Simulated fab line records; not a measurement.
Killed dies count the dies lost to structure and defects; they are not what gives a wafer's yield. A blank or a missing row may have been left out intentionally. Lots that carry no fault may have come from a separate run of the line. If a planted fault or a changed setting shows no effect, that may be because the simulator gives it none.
fab line records	flow rit_cmos
[record] lots = 5	wafers = 23
route steps=202 shown ACTIVE@2 FOX1@20 FOX2@25 NWELL@29 PWELL@47 NRETRO@54 PRETRO@72 GATE@81 REOX@101
start_h: hours from the record's first day to the start of the lot's first wafer shown	wait_h: how many hours have passed since the lot's step before this one	" same as the row above	L1.1+2: a single row standing in for several wafers	- no value present, or no start provided	* or withheld: withheld	< > ~ a bound
route shown NAME@n: NAME is a module with steps in the file, n the number in the route of the first one	usual: the fault-free wafers' mean and standard deviation	same: alike in all rows	chamber/n: place in a boat	sites: per-site readings	_std_site: how widely they spread, as a standard deviation	_edge_site: mean of outer sites minus mean of inner sites	radius_mm: for every site, how far away it sits from the centre of the wafer	mask NAME#n: copy n	behind: the most recent tool/chamber to have shaped the wafer	hold: cause of the lot's hold/its duration in hours/its outcome	device: which transistor (n, p or np) failed to switch	end of line: at the end of the route, the tests of the same wafers	step lacking rows: just its recipe	killed: dies lost to structure and defects at the first sort, not the wafer's yield	map: shows each die of a wafer: x if killed, . if not, _ if none is there
set.NAME: the setting the step ran with; set.NAME@STEP: the setting that earlier step ran with	model.NAME: the simulator's own value behind a step, which no gauge read
lots where settings were altered on purpose, with a table for each step and a row for each wafer
[[steps]]
[step RIT_ACTIVE_OXIDATION_01]
[recipe] temp_c = 1000	ambient = O2	target_thk_a = 468	ox_time_s = 3360
lot.wafer	tool	chamber	start_h	wait_h	set.ox_time_s	model.SiO2_of_ACTIVE_OXIDATION_01.thk_nm
L074.1	-	-	-	0.2	3147	43.56
L074.2	"	-	"	"	3147	43.88
L074.4	"	-	"	"	3147	43.5
L074.5	"	-	"	"	3147	43.51
L074.6	"	-	"	"	3147	43.31
L078.1	furnace-01	0	30.52	0.5	3360	46.42
L078.2	"	0	"	"	3360	46.8
L078.5	"	0	"	"	3360	46.44
L079.1	-	-	-	0.1	3028	42.99
L079.2	"	-	"	"	3028	43.08
L079.4	"	-	"	"	3028	43.69
L079.5	"	-	"	"	3028	42.58
L079.6	"	-	"	"	3028	43.25
L080.2	-	-	-	0.1	3657	48.89
L080.3	"	-	"	"	3657	49.34
L080.4	"	-	"	"	3657	49.06
L080.5+6	"	-	"	"	3657	49.18
L084.1	-	-	-	0.1	2890	42.45
L084.2	"	-	"	"	2890	42.73
L084.3	"	-	"	"	2890	42.57
L084.4	"	-	"	"	2890	42.49
L084.6	"	-	"	"	2890	43.14
[step RIT_ACTIVE_THK_MEAS_02]
[recipe] reads = SiO2_of_ACTIVE_OXIDATION_01
[usual] ACTIVE_OXIDE_THK = 46.3/0.64
lot.wafer	tool	chamber	start_h	wait_h	set.ox_time_s@ACTIVE_OXIDATION_01	ACTIVE_OXIDE_THK[nm]
L074.1	film_metro-04	-	-	-	3147	43.6
L074.2	"	-	"	"	3147	43.9
L074.4	"	-	"	"	3147	43.5
L074.5	"	-	"	"	3147	43.5
L074.6	"	-	"	"	3147	43.3
L078.1	film_metro-01	-	32.46	0.0	3360	46.4
L078.2	"	-	"	"	3360	46.8
L078.5	"	-	"	"	3360	46.5
L079.1	film_metro-03	-	-	-	3028	43.0
L079.2	"	-	"	"	3028	43.1
L079.4	"	-	"	"	3028	43.7
L079.5	"	-	"	"	3028	42.6
L079.6	"	-	"	"	3028	43.2
L080.2	film_metro-04	-	-	-	3657	48.9
L080.3	"	-	"	"	3657	49.3
L080.4	"	-	"	"	3657	49.1
L080.5	"	-	"	"	3657	49.2
L080.6	"	-	"	"	3657	49.2
L084.1	film_metro-03	-	-	-	2890	42.4
L084.2	"	-	"	"	2890	42.7
L084.3	"	-	"	"	2890	42.6
L084.4	"	-	"	"	2890	42.5
L084.6	"	-	"	"	2890	43.2
[step RIT_FOX1_OXIDATION_00]
[recipe] temp_c = 1100	ambient = H2O	target_thk_a = 3507	p_h2o_torr = 720	ox_time_s = 1130
lot.wafer	tool	chamber	start_h	wait_h	set.ox_time_s	model.SiO2_of_FOX1_OXIDATION_00.thk_nm
L074.1	-	-	-	0.8	1065	340.5
L074.2	"	-	"	"	1065	345.7
L074.4	"	-	"	"	1065	338
L074.5	"	-	"	"	1065	342.6
L074.6	"	-	"	"	1065	339.7
L078.1	furnace-04	0	36.05	0.0	1130	346.3
L078.2	"	0	"	"	1130	350.5
L078.5	"	0	"	"	1130	348.7
L079.1	-	-	-	0.0	1130	356.1
L079.2	"	-	"	"	1130	353.3
L079.4	"	-	"	"	1130	348.8
L079.5	"	-	"	"	1130	354.3
L079.6	"	-	"	"	1130	350.6
L080.2	-	-	-	0.0	1004	313.1
L080.3	"	-	"	"	1004	315.1
L080.4	"	-	"	"	1004	324.1
L080.5	"	-	"	"	1004	309.8
L080.6	"	-	"	"	1004	314.9
L084.1	-	-	-	0.0	1020	331.5
L084.2	"	-	"	"	1020	329
L084.3	"	-	"	"	1020	333.2
L084.4	"	-	"	"	1020	332.1
L084.6	"	-	"	"	1020	330.7
[step RIT_FOX1_WET_ETCH_02]
[recipe] chemistry = BOE	target_depth_nm = 350	time_s = 390	temp_c = 21.5	dry = n2_spin	dilution = 10:1	target = SiO2
[step RIT_FOX2_CLEAN_02]
[recipe] chemistry = dHF	dilution = 50:1	time_s = 180
[step RIT_FOX2_WET_ETCH_03]
[recipe] chemistry = H3PO4	target = Si3N4	target_depth_nm = 195	temp_c = 165	time_s = 2700
lot.wafer	tool	chamber	start_h	wait_h	set.ox_time_s@ACTIVE_OXIDATION_01	model.SiO2_of_ACTIVE_OXIDATION_01.thk_nm
L074.1	wet_bench-04	3	20.03	0.0	3147	38.66
L074.2	"	3	"	"	3147	38.96
L074.4	"	3	"	"	3147	38.61
L074.5	"	3	"	"	3147	38.11
L074.6	"	3	"	"	3147	38.45
L078.1	wet_bench-04	1	38.98	0.0	3360	40.86
L078.2	"	1	"	"	3360	41.12
L078.5	"	1	"	"	3360	40.85
L079.1	wet_bench-03	2	43.49	0.0	3028	38.27
L079.2	"	2	"	"	3028	38.35
L079.4	"	2	"	"	3028	38.88
L079.5	"	2	"	"	3028	37.87
L079.6	"	2	"	"	3028	38.5
L080.2	wet_bench-01	3	48.79	0.0	3657	42.98
L080.3	"	3	"	"	3657	41.89
L080.4	"	3	"	"	3657	43.04
L080.5	"	3	"	"	3657	43.18
L080.6	"	3	"	"	3657	42.44
L084.1	wet_bench-01	2	68.55	0.0	2890	37.14
L084.2	"	2	"	"	2890	37.36
L084.3	"	2	"	"	2890	35.77
L084.4	"	2	"	"	2890	36.42
L084.6	"	2	"	"	2890	36.26
[step RIT_NWELL_COAT_01]
[recipe] resist = NOVOLAK	spin_rpm = 2000	resist_thk_nm = 1300
lot.wafer	tool	chamber	start_h	wait_h	set.spin_rpm	model.NOVOLAK_of_NWELL_COAT_01.thk_nm
L074.1	litho_track-03	0	21.00	0.1	2110	1266
L074.2	"	0	"	"	2110	1274
L074.4	"	0	"	"	2110	1267
L074.5	"	0	"	"	2000	1303
L074.6	"	0	"	"	2000	1305
L078.1	litho_track-02	0	39.96	0.1	2000	1302
L078.2	"	0	"	"	2000	1301
L078.5	"	0	"	"	2000	1299
L079.1	litho_track-03	0	44.45	0.1	2065	1280
L079.2+5	"	0	"	"	2000	1301
L079.4	"	0	"	"	2065	1284
L079.6	"	0	"	"	2000	1304
L080.2	litho_track-01	0	49.79	0.1	2146	1250
L080.3	"	0	"	"	2000	1299
L080.4+6	"	0	"	"	2000	1297
L080.5	"	0	"	"	2146	1255
L084.1+2	litho_track-02	0	69.52	0.1	2000	1303
L084.3	"	0	"	"	2000	1306
L084.4	"	0	"	"	2000	1300
L084.6	"	0	"	"	2000	1304
[step RIT_NWELL_HARDBAKE_07]
[recipe] resist = NOVOLAK	temp_c = 140	time_s = 120
lot.wafer	tool	chamber	start_h	wait_h	set.temp_c	set.spin_rpm@NWELL_COAT_01	model.NOVOLAK_of_NWELL_COAT_01.thk_nm
L074.1	litho_track-02	0	22.18	0.0	140	2110	1108
L074.2	"	0	"	"	140	2110	1114
L074.4	"	0	"	"	138.9	2110	1110
L074.5	"	0	"	"	138.9	2000	1141
L074.6	"	0	"	"	138.9	2000	1143
L078.1	litho_track-03	0	40.87	0.0	140	2000	1139
L078.2	"	0	"	"	140	2000	1138
L078.5	"	0	"	"	140	2000	1136
L079.1	litho_track-03	0	45.22	0.0	141.1	2065	1118
L079.2	"	0	"	"	140	2000	1137
L079.4	"	0	"	"	140	2065	1123
L079.5	"	0	"	"	141.1	2000	1136
L079.6	"	0	"	"	140	2000	1141
L080.2	litho_track-01	0	50.69	0.1	140	2146	1094
L080.3	"	0	"	"	140	2000	1136
L080.4	"	0	"	"	140	2000	1134
L080.5	"	0	"	"	140	2146	1098
L080.6	"	0	"	"	140	2000	1135
L084.1	litho_track-02	0	70.43	0.0	136.7	2000	1146
L084.2+6	"	0	"	"	140	2000	1140
L084.3	"	0	"	"	136.7	2000	1148
L084.4	"	0	"	"	136.7	2000	1143
[step RIT_PWELL_IMPLANT_08]
[recipe] species = B	energy_kev = 170	dose_cm2 = 7e+13	tilt_deg = 7
lot.wafer	tool	chamber	start_h	wait_h	set.energy_kev	model.implant.rp_nm	model.implant.drp_nm
L074.1+4+6	implanter-02	0	23.98	0.2	178.8	504.6	104.3
L074.2+5	"	0	"	"	170	485.3	102.9
L078.1+2+5	implanter-01	0	42.79	0.2	170	471.1	102.9
L079.1+6	implanter-02	0	47.15	0.2	170	478.9	102.9
L079.2+4+5	"	0	"	"	178.6	497.6	104.2
L080.2+3+4	implanter-01	0	52.48	0.2	165.6	470.2	102
L080.5+6	"	0	"	"	170	479.5	102.9
L084.1+4	implanter-01	0	72.24	0.2	164.1	467.2	101.6
L084.2+3+6	"	0	"	"	170	479.6	102.9
[step RIT_NRETRO_COAT_01]
[recipe] resist = NOVOLAK	spin_rpm = 2000	resist_thk_nm = 1300
lot.wafer	tool	chamber	start_h	wait_h	set.spin_rpm	model.NOVOLAK_of_NRETRO_COAT_01.thk_nm
L074.1	litho_track-02	0	29.84	0.1	1872	1343
L074.2	"	0	"	"	2000	1302
L074.4+5	"	0	"	"	2000	1296
L074.6	"	0	"	"	1872	1341
L078.1	litho_track-01	0	48.65	0.1	2000	1301
L078.2	"	0	"	"	2000	1302
L078.5	"	0	"	"	2000	1299
L079.1	litho_track-04	0	53.01	0.1	2000	1301
L079.2+4	"	0	"	"	2000	1297
L079.5	"	0	"	"	2000	1299
L079.6	"	0	"	"	2000	1298
L080.2	litho_track-04	0	58.34	0.1	2000	1297
L080.3	"	0	"	"	2000	1299
L080.4	"	0	"	"	1886	1334
L080.5	"	0	"	"	1886	1335
L080.6	"	0	"	"	1886	1331
L084.1+6	litho_track-02	0	78.10	0.1	2000	1302
L084.2	"	0	"	"	2000	1304
L084.3	"	0	"	"	2000	1303
L084.4	"	0	"	"	2000	1305
[step RIT_NRETRO_SOFTBAKE_02]
[recipe] resist = NOVOLAK	temp_c = 90	time_s = 60
[step RIT_NRETRO_EXPOSE_03]
[recipe] mask_id = M4	na = 0.57	target_cd_nm = 43900	dose_mj = 250
[step RIT_NRETRO_DEVELOP_05]
[recipe] resist = NOVOLAK	develop_time_s = 68	dev_temp_c = 23
[step RIT_NRETRO_HARDBAKE_07]
[recipe] resist = NOVOLAK	temp_c = 140	time_s = 120
lot.wafer	tool	chamber	start_h	wait_h	set.spin_rpm@NRETRO_COAT_01	model.NOVOLAK_of_NRETRO_COAT_01.thk_nm
L074.1	litho_track-02	0	30.60	0.0	1872	1174
L074.2	"	0	"	"	2000	1138
L074.4+5	"	0	"	"	2000	1133
L074.6	"	0	"	"	1872	1172
L078.1+2	litho_track-02	0	49.42	0.0	2000	1138
L078.5	"	0	"	"	2000	1136
L079.1	litho_track-01	0	53.77	0.0	2000	1138
L079.2	"	0	"	"	2000	1134
L079.4+6	"	0	"	"	2000	1135
L079.5	"	0	"	"	2000	1136
L080.2	litho_track-01	0	59.24	0.1	2000	1135
L080.3	"	0	"	"	2000	1136
L080.4	"	0	"	"	1886	1166
L080.5	"	0	"	"	1886	1167
L080.6	"	0	"	"	1886	1164
L084.1+6	litho_track-04	0	78.87	0.0	2000	1139
L084.2+4	"	0	"	"	2000	1141
L084.3	"	0	"	"	2000	1140
[step RIT_PRETRO_IMPLANT_08]
[recipe] species = B	energy_kev = 45	dose_cm2 = 1.2e+13	tilt_deg = 7
lot.wafer	tool	chamber	start_h	wait_h	set.dose_cm2
L074.1+4+5	implanter-02	0	32.53	0.2	1.249e+13
L074.2+6	"	0	"	"	1.2e+13
L078.1+2+5	implanter-02	0	51.34	0.2	1.2e+13
L079.1+4	implanter-02	0	55.76	0.2	1.159e+13
L079.2+5+6	"	0	"	"	1.2e+13
L080.2+3+5	implanter-02	0	61.15	0.2	1.2e+13
L080.4+6	"	0	"	"	1.126e+13
L084.1+3+6	implanter-04	0	80.67	0.2	1.2e+13
L084.2+4	"	0	"	"	1.254e+13
[step RIT_PRETRO_STRIP_09]
[recipe] chemistry = O2	time_s = 180	resist = NOVOLAK	platen_temp_c = withheld	power_w = 500	pressure_mtorr = 4000	o2_flow_sccm = 4000
[step RIT_PRETRO_TW_MEAS_10]
[usual] PRETRO_TW = 474/3.5
lot.wafer	tool	chamber	start_h	wait_h	set.dose_cm2@PRETRO_IMPLANT_08	PRETRO_TW
L074.1	film_metro-01	-	32.85	0.1	1.249e+13	480
L074.2	"	-	"	"	1.2e+13	472
L074.4	"	-	"	"	1.249e+13	480
L074.5	"	-	"	"	1.249e+13	477
L074.6	"	-	"	"	1.2e+13	472
L078.1	film_metro-04	-	51.67	0.1	1.2e+13	479
L078.2	"	-	"	"	1.2e+13	481
L078.5	"	-	"	"	1.2e+13	483
L079.1	film_metro-01	-	56.18	0.1	1.159e+13	465
L079.2	"	-	"	"	1.2e+13	468
L079.4	"	-	"	"	1.159e+13	465
L079.5	"	-	"	"	1.2e+13	469
L079.6	"	-	"	"	1.2e+13	471
L080.2	film_metro-02	-	61.46	0.1	1.2e+13	474
L080.3	"	-	"	"	1.2e+13	476
L080.4	"	-	"	"	1.126e+13	468
L080.5	"	-	"	"	1.2e+13	475
L080.6	"	-	"	"	1.126e+13	465
L084.1	film_metro-01	-	80.99	0.1	1.2e+13	472
L084.2	"	-	"	"	1.254e+13	478
L084.3	"	-	"	"	1.2e+13	471
L084.4	"	-	"	"	1.254e+13	480
L084.6	"	-	"	"	1.2e+13	474
[step RIT_GATE_OXIDATION_05]
[recipe] temp_c = 900	ambient = O2	target_thk_a = 30	ox_time_s = 270
lot.wafer	tool	chamber	start_h	wait_h	set.ox_time_s	model.SiO2_of_GATE_OXIDATION_05.thk_nm
L074.1+4	-	-	-	0.1	257.7	2.821
L074.2	"	-	"	"	257.7	2.872
L074.5	"	-	"	"	257.7	2.849
L074.6	"	-	"	"	257.7	2.794
L078.1	furnace-03	0	52.24	0.1	270	3.02
L078.2	"	0	"	"	270	3.053
L078.5	"	0	"	"	270	2.979
L079.1	-	-	-	0.4	290.6	3.169
L079.2	"	-	"	"	290.6	3.205
L079.4	"	-	"	"	290.6	3.185
L079.5	"	-	"	"	290.6	3.174
L079.6	"	-	"	"	290.6	3.187
L080.2	-	-	-	0.0	243.5	2.746
L080.3	"	-	"	"	243.5	2.796
L080.4	"	-	"	"	243.5	2.806
L080.5	"	-	"	"	243.5	2.804
L080.6	"	-	"	"	243.5	2.793
L084.1	-	-	-	0.1	306.7	3.404
L084.2	"	-	"	"	306.7	3.375
L084.3	"	-	"	"	306.7	3.36
L084.4	"	-	"	"	306.7	3.406
L084.6	"	-	"	"	306.7	3.361
[step RIT_GATE_ANNEAL_06]
[recipe] temp_c = 900	time_s = 600	ambient = N2O
[step RIT_GATE_THK_MEAS_07]
[recipe] reads = SiO2_of_GATE_OXIDATION_05
[usual] GATE_OXIDE_THK = 3.02/0.065
lot.wafer	tool	chamber	start_h	wait_h	set.ox_time_s@GATE_OXIDATION_05	GATE_OXIDE_THK[nm]
L074.1	film_metro-01	-	34.74	0.0	257.7	2.80
L074.2	"	-	"	"	257.7	2.90
L074.4	"	-	"	"	257.7	2.77
L074.5	"	-	"	"	257.7	2.88
L074.6	"	-	"	"	257.7	2.75
L078.1	film_metro-01	-	53.57	0.0	270	3.03
L078.2	"	-	"	"	270	3.09
L078.5	"	-	"	"	270	2.95
L079.1	film_metro-01	-	58.38	0.0	290.6	3.11
L079.2	"	-	"	"	290.6	3.20
L079.4	"	-	"	"	290.6	3.23
L079.5	"	-	"	"	290.6	3.19
L079.6	"	-	"	"	290.6	3.14
L080.2	film_metro-02	-	63.33	0.0	243.5	2.72
L080.3	"	-	"	"	243.5	2.80
L080.4	"	-	"	"	243.5	2.80
L080.5	"	-	"	"	243.5	2.83
L080.6	"	-	"	"	243.5	2.81
L084.1	film_metro-01	-	82.86	0.0	306.7	3.39
L084.2	"	-	"	"	306.7	3.42
L084.3	"	-	"	"	306.7	3.34
L084.4	"	-	"	"	306.7	3.40
L084.6	"	-	"	"	306.7	3.33
[step RIT_GATE_COAT_11]
[recipe] resist = NOVOLAK	spin_rpm = 4250	resist_thk_nm = 850
lot.wafer	tool	chamber	start_h	wait_h	set.spin_rpm	model.NOVOLAK_of_GATE_COAT_11.thk_nm
L074.1	litho_track-03	0	36.62	0.1	4493	823.4
L074.2	"	0	"	"	4250	850.3
L074.4	"	0	"	"	4250	847.8
L074.5	"	0	"	"	4493	821.7
L074.6	"	0	"	"	4493	824.6
L078.1	litho_track-01	0	55.50	0.1	4250	855
L078.2	"	0	"	"	4250	852.5
L078.5	"	0	"	"	4250	848.7
L079.1	litho_track-01	0	60.27	0.1	4250	849.4
L079.2	"	0	"	"	4103	867.2
L079.4	"	0	"	"	4103	865.7
L079.5	"	0	"	"	4250	848.7
L079.6	"	0	"	"	4103	867.5
L080.2	litho_track-01	0	65.38	0.1	4250	852.3
L080.3	"	0	"	"	4250	847.9
L080.4	"	0	"	"	4250	850.2
L080.5	"	0	"	"	4250	851.1
L080.6	"	0	"	"	4250	849.4
L084.1	litho_track-02	0	84.74	0.1	4250	854.1
L084.2	"	0	"	"	4250	854.8
L084.3	"	0	"	"	4250	855.3
L084.4	"	0	"	"	4496	832.4
L084.6	"	0	"	"	4496	830.6
[step RIT_GATE_DEVELOP_15]
[recipe] resist = NOVOLAK	develop_time_s = 50	dev_temp_c = 23
lot.wafer	tool	chamber	start_h	wait_h	set.develop_time_s
L074.1+2+5	litho_track-01	0	-	-	50
L074.4+6	"	0	"	"	46.91
L078.1+2+5	litho_track-03	0	-	-	50
L079.1+2	litho_track-01	0	-	-	47.19
L079.4+5+6	"	0	"	"	50
L080.2+5	litho_track-03	0	-	-	50
L080.3+4+6	"	0	"	"	44.45
L084.1+2+3+4+6	litho_track-02	0	-	-	50
[step RIT_GATE_HARDBAKE_18]
[recipe] resist = NOVOLAK	temp_c = 140	time_s = 60
lot.wafer	tool	chamber	start_h	wait_h	set.spin_rpm@GATE_COAT_11	model.NOVOLAK_of_GATE_COAT_11.thk_nm
L074.1	litho_track-01	0	37.48	0.0	4493	729.1
L074.2	"	0	"	"	4250	752.7
L074.4	"	0	"	"	4250	750.6
L074.5	"	0	"	"	4493	727.7
L074.6	"	0	"	"	4493	730.2
L078.1	litho_track-01	0	56.49	0.0	4250	756.8
L078.2	"	0	"	"	4250	754.6
L078.5	"	0	"	"	4250	751.4
L079.1	litho_track-01	0	61.12	0.0	4250	751.9
L079.2	"	0	"	"	4103	767.6
L079.4	"	0	"	"	4103	766.2
L079.5	"	0	"	"	4250	751.4
L079.6	"	0	"	"	4103	767.8
L080.2	litho_track-03	0	66.43	0.1	4250	754.4
L080.3	"	0	"	"	4250	750.7
L080.4	"	0	"	"	4250	752.7
L080.5	"	0	"	"	4250	753.5
L080.6	"	0	"	"	4250	752
L084.1	litho_track-01	0	85.73	0.0	4250	756
L084.2	"	0	"	"	4250	756.6
L084.3	"	0	"	"	4250	757.2
L084.4	"	0	"	"	4496	737.1
L084.6	"	0	"	"	4496	735.4
[step RIT_GATE_ETCH_19]
[recipe] chemistry = SF6/CHF3/O2	time_s = 165	SF6_flow_sccm = 30	CHF3_flow_sccm = 30	O2_flow_sccm = 5	target = poly-Si	pressure_mtorr = 40	rf_w = 160	target_depth_a = 3125	over_etch_frac = 0.25	stop_on = SiO2
lot.wafer	tool	chamber	start_h	wait_h	set.spin_rpm@GATE_COAT_11	set.develop_time_s@GATE_DEVELOP_15	model.NOVOLAK_of_GATE_COAT_11.thk_nm	model.GATE.cd_nm
L074.1	rie_si-02	2	37.63	0.1	4493	50	646.4	146.9
L074.2	"	1	"	"	4250	50	672.6	151.3
L074.4	"	0	"	"	4250	46.91	661.7	164.7
L074.5	"	2	"	"	4493	50	645.1	146.6
L074.6	"	3	"	"	4493	46.91	644.8	157.6
L078.1	rie_si-02	3	56.64	0.1	4250	50	672.6	154.2
L078.2	"	1	"	"	4250	50	675.1	155.1
L078.5	"	2	"	"	4250	50	668.8	151.6
L079.1	rie_si-01	3	61.27	0.1	4250	47.19	666.1	160.4
L079.2	"	1	"	"	4103	47.19	681.4	162.2
L079.4+6	"	2,1	"	"	4103	50	682.8	151.7
L079.5	"	2	"	"	4250	50	668.8	150.3
L080.2	rie_si-02	0	66.55	0.1	4250	50	665.8	150.2
L080.3	"	2	"	"	4250	44.45	668.8	-
L080.4	"	1	"	"	4250	44.45	673.5	-
L080.5	"	1	"	"	4250	50	674.6	147.2
L080.6	"	2	"	"	4250	44.45	670.3	-
L084.1	rie_si-02	1	85.88	0.1	4250	50	676.9	149.1
L084.2	"	3	"	"	4250	50	672.4	150.2
L084.3	"	2	"	"	4250	50	675.9	148.5
L084.4	"	0	"	"	4496	50	650.3	145.7
L084.6	"	2	"	"	4496	50	653.9	148.2
[step RIT_REOX_OXIDATION_03]
[recipe] temp_c = 900	ambient = O2	target_thk_a = 252	ox_time_s = 5580
lot.wafer	tool	chamber	start_h	wait_h	set.temp_c	model.SiO2_of_REOX_OXIDATION_03.thk_nm
L074.1	-	-	-	0.0	910.3	26.65
L074.2	"	-	"	"	910.3	27
L074.4	"	-	"	"	910.3	27.11
L074.5	"	-	"	"	910.3	27.14
L074.6	"	-	"	"	910.3	27.36
L078.1	furnace-03	0	57.41	0.0	900	24.91
L078.2+5	"	0	"	"	900	25.07
L079.1	-	-	-	0.0	900	24.71
L079.2	"	-	"	"	900	24.78
L079.4	"	-	"	"	900	24.75
L079.5	"	-	"	"	900	24.66
L079.6	"	-	"	"	900	25.58
L080.2	-	-	-	0.3	900	25.45
L080.3	"	-	"	"	900	24.83
L080.4	"	-	"	"	900	25.13
L080.5	"	-	"	"	900	24.85
L080.6	"	-	"	"	900	25.16
L084.1	-	-	-	0.0	900	25.27
L084.2	"	-	"	"	900	24.68
L084.3	"	-	"	"	900	25.06
L084.4	"	-	"	"	900	25.4
L084.6	"	-	"	"	900	25.09
[step RIT_REOX_THK_MEAS_04]
[recipe] reads = SiO2_of_REOX_OXIDATION_03
[usual] REOX_OXIDE_THK = 25.0/0.53
lot.wafer	tool	chamber	start_h	wait_h	set.temp_c@REOX_OXIDATION_03	REOX_OXIDE_THK[nm]
L074.1	film_metro-03	-	-	-	910.3	26.7
L074.2	"	-	"	"	910.3	27.0
L074.4	"	-	"	"	910.3	27.1
L074.5	"	-	"	"	910.3	27.2
L074.6	"	-	"	"	910.3	27.3
L078.1	film_metro-03	-	59.96	0.0	900	24.9
L078.2	"	-	"	"	900	25.1
L078.5	"	-	"	"	900	25.1
L079.1	film_metro-04	-	-	-	900	24.7
L079.2	"	-	"	"	900	24.8
L079.4	"	-	"	"	900	24.7
L079.5	"	-	"	"	900	24.7
L079.6	"	-	"	"	900	25.6
L080.2	film_metro-03	-	-	-	900	25.5
L080.3	"	-	"	"	900	24.8
L080.4	"	-	"	"	900	25.1
L080.5	"	-	"	"	900	24.8
L080.6	"	-	"	"	900	25.2
L084.1	film_metro-04	-	-	-	900	25.3
L084.2	"	-	"	"	900	24.7
L084.3	"	-	"	"	900	25.0
L084.4	"	-	"	"	900	25.4
L084.6	"	-	"	"	900	25.1
[[key]]
[split] step = RIT_ACTIVE_OXIDATION_01	setting = ox_time_s	stated = 3360	by = lot
[response] step = RIT_ACTIVE_OXIDATION_01	reading = model.SiO2_of_ACTIVE_OXIDATION_01.thk_nm	change = +0.301	per = 1%	r = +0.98
[response] step = RIT_ACTIVE_THK_MEAS_02	reading = ACTIVE_OXIDE_THK	change = +0.302	per = 1%	r = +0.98
[response] step = RIT_FOX2_WET_ETCH_03	reading = model.SiO2_of_ACTIVE_OXIDATION_01.thk_nm	change = +0.262	per = 1%	r = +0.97
[split] step = RIT_FOX1_OXIDATION_00	setting = ox_time_s	stated = 1130	by = lot
[response] step = RIT_FOX1_OXIDATION_00	reading = model.SiO2_of_FOX1_OXIDATION_00.thk_nm	change = +2.74	per = 1%	r = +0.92
[split] step = RIT_NWELL_COAT_01	setting = spin_rpm	stated = 2000	by = wafer
[response] step = RIT_NWELL_COAT_01	reading = model.NOVOLAK_of_NWELL_COAT_01.thk_nm	change = -6.23	per = 1%	r = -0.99
[response] step = RIT_NWELL_HARDBAKE_07	reading = model.NOVOLAK_of_NWELL_COAT_01.thk_nm	change = -5.46	per = 1%	r = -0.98
[split] step = RIT_NWELL_HARDBAKE_07	setting = temp_c	stated = 140	by = wafer
response none clear
[split] step = RIT_PWELL_IMPLANT_08	setting = energy_kev	stated = 170	by = wafer
[response] step = RIT_PWELL_IMPLANT_08	reading = model.implant.rp_nm	change = +3.67	per = 1%	r = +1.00
[response] step = RIT_PWELL_IMPLANT_08	reading = model.implant.drp_nm	change = +0.293	per = 1%	r = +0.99
[split] step = RIT_NRETRO_COAT_01	setting = spin_rpm	stated = 2000	by = wafer
[response] step = RIT_NRETRO_COAT_01	reading = model.NOVOLAK_of_NRETRO_COAT_01.thk_nm	change = -6.58	per = 1%	r = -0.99
[response] step = RIT_NRETRO_HARDBAKE_07	reading = model.NOVOLAK_of_NRETRO_COAT_01.thk_nm	change = -5.67	per = 1%	r = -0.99
[split] step = RIT_PRETRO_IMPLANT_08	setting = dose_cm2	stated = 1.2e+13	by = wafer
[response] step = RIT_PRETRO_TW_MEAS_10	reading = PRETRO_TW	change = +1.44	per = 1%	r = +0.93
[split] step = RIT_GATE_OXIDATION_05	setting = ox_time_s	stated = 270	by = lot
[response] step = RIT_GATE_OXIDATION_05	reading = model.SiO2_of_GATE_OXIDATION_05.thk_nm	change = +0.0261	per = 1%	r = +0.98
[response] step = RIT_GATE_THK_MEAS_07	reading = GATE_OXIDE_THK	change = +0.026	per = 1%	r = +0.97
[split] step = RIT_GATE_COAT_11	setting = spin_rpm	stated = 4250	by = wafer
[response] step = RIT_GATE_COAT_11	reading = model.NOVOLAK_of_GATE_COAT_11.thk_nm	change = -4.4	per = 1%	r = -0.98
[response] step = RIT_GATE_HARDBAKE_18	reading = model.NOVOLAK_of_GATE_COAT_11.thk_nm	change = -3.85	per = 1%	r = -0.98
[response] step = RIT_GATE_ETCH_19	reading = model.NOVOLAK_of_GATE_COAT_11.thk_nm	change = -3.95	per = 1%	r = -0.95
[split] step = RIT_GATE_DEVELOP_15	setting = develop_time_s	stated = 50	by = wafer
[response] step = RIT_GATE_ETCH_19	reading = model.GATE.cd_nm	change = -1.95	per = 1%	r = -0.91
[split] step = RIT_REOX_OXIDATION_03	setting = temp_c	stated = 900	by = lot
[response] step = RIT_REOX_OXIDATION_03	reading = model.SiO2_of_REOX_OXIDATION_03.thk_nm	change = +1.77	per = 1%	r = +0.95
[response] step = RIT_REOX_THK_MEAS_04	reading = REOX_OXIDE_THK	change = +1.78	per = 1%	r = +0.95
